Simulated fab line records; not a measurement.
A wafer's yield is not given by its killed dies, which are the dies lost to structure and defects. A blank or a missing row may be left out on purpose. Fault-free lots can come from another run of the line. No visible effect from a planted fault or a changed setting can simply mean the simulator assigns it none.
Matching of chambers -- flow berkeley-cmos170 -- UCB170_V2_CMP_02 on cmp-02: 4 sister chambers
The step polishes SiO2. 4 wafers are shown with their chamber, then 9 later ones without.

## WAFERS WITH THEIR CHAMBER
wafer,chamber,motor-current-A (A)
L436.1,0,14.4
L440.2,1,15.9
L440.5,3,15.5
L440.6,2,15.2

## WAFERS WITH NO CHAMBER GIVEN
wafer,motor-current-A (A)
L445.1,15.3
L445.5,16.6
L445.6,14.9
L444.3,15.0
L444.5,16.4
L444.6,15.9
L448.1,16.4
L448.2,14.4
L448.3,15.2

## WHICH CHAMBER EACH ONE RAN IN
wafer,from the rows above,in truth
L445.1,can't be placed: 2 or 3 or 1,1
L445.5,can't be placed: 1 or 3 or 2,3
L445.6,can't be placed: 2 or 0 or 3 or 1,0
L444.3,can't be placed: 2 or 3 or 0 or 1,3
L444.5,can't be placed: 1 or 3 or 2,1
L444.6,can't be placed: 1 or 3 or 2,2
L448.1,can't be placed: 1 or 3 or 2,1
L448.2,0,0
L448.3,can't be placed: 2 or 3 or 1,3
Correctly placed: 1 of 9. These rows do not allow placing 8 (true chamber among the candidates in 8). Wrongly placed: 0.
How it was worked out, from the rows above alone: a wafer's distance from a chamber is the root of the sum, over the readings, of the square of ((its reading less the chamber's mean) divided by the reading's scatter). If the next closest chamber is less than 2 further off than the closest, the wafer can't be placed; otherwise it belongs to the closest. The mean given for a chamber averages the wafers shown for that chamber. The scatter (one wafer shown for each chamber): square how far every hidden wafer sits from the nearest shown wafer, average those squares and take the square root.
